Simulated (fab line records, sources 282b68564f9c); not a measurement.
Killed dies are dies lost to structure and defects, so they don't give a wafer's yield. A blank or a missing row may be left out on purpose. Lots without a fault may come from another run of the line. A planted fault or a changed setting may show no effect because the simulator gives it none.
One fault seen from 2 desks | flow rit_cmos | each desk has only its own numbers; what lay behind them comes last

THE METROLOGY DESK
What the gauges read, lot by lot, whatever tool the lot ran on: means of the sampled wafers that have a number. A lot is out of limits, marked OUT, if its mean lies more than 4 standard deviations from the usual mean; the brackets give that distance.
Columns: A = cd_nm at RIT_ACTIVE_CD_MEAS_11, usual 1399.7 nm; B = cd_nm at RIT_ACTIVE_CD_MEAS_90, usual 1399.7 nm; C = FOX1_OXIDE_THK at RIT_FOX1_THK_MEAS_01, usual 347 nm
lot  | first seen here | A      | B      | C
L110 | day 1 15:55     | 1400.8 | 1401.0 | 351
L112 | day 2 00:27     | 1397.2 | 1397.0 | 344
L118 | day 3 06:28     | 1401.8 | 1402.0 | 338
L121 | day 3 21:26     | 1398.7 | 1399.0 | 333
L128 | day 5 11:47     | 1399.7 | 1399.9 | 349
L131 | day 5 23:35     | 1400.1 | 1400.4 | 353
This desk's finding: nothing out of limits on any of the 6 lots.

THE TOOL OWNER'S DESK: furnace-01
The tool's own readings at RIT_FOX1_OXIDATION_00 (target thk 350.7 nm, ox time 1130 s): means of the sampled wafers that have a number, for each lot that ran on this tool. A lot is out of limits, marked OUT, if its mean lies more than 4 standard deviations from the usual mean; the brackets give that distance.
Columns: A = spike_tc_centre_C at RIT_FOX1_OXIDATION_00, usual 1102.2 C; B = spike_tc_load_C at RIT_FOX1_OXIDATION_00, usual 1126.7 C; C = spike_tc_source_C at RIT_FOX1_OXIDATION_00, usual 1127.5 C; D = tube_center_temp_C at RIT_FOX1_OXIDATION_00, usual 1100 C; E = tube_center_temp_C_max at RIT_FOX1_OXIDATION_00, usual 1102.8; F = zone_power_source_pct at RIT_FOX1_OXIDATION_00, usual 43.7 %
lot  | first seen here | A                | B                 | C                 | D                      | E                | F
L110 | day 1 18:18     | 1101.1           | 1128.8            | 1129.2            | 1100                   | 1102.6           | 44.2
L118 | day 3 09:07     | 1090.0 (-13) OUT | 1117.7            | 1115.9 (-8.3) OUT | 1088 (-99 or more) OUT | 1091.1 (-24) OUT | 42.8
L121 | day 4 00:17     | 1090.4 (-13) OUT | 1117.2 (-4.1) OUT | 1115.9 (-8.3) OUT | 1088 (-99 or more) OUT | 1090.7 (-25) OUT | 43.2
This desk's finding: out of limits on L118, L121; first on L118, day 3 09:07 (spike_tc_centre_C at RIT_FOX1_OXIDATION_00). In limits: L110.

PUT TOGETHER
The tool owner's desk could have raised an alarm at day 3 09:07, on L118, L121.
The metrology desk saw nothing out of limits.
The metrology desk has L118, L121 on record, within its limits.
Of the lots named, all ran RIT_FOX1_OXIDATION_00 on furnace-01.

WHAT THE SIMULATOR HAD PUT IN
Process parameter drift: furnace-01, from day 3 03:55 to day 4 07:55, at RIT_FOX1_OXIDATION_00. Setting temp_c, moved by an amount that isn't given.
Lots struck among those shown: L118, L121.
Hours from the fault's start to each desk's first reading out of limits: the tool owner's desk, 5.
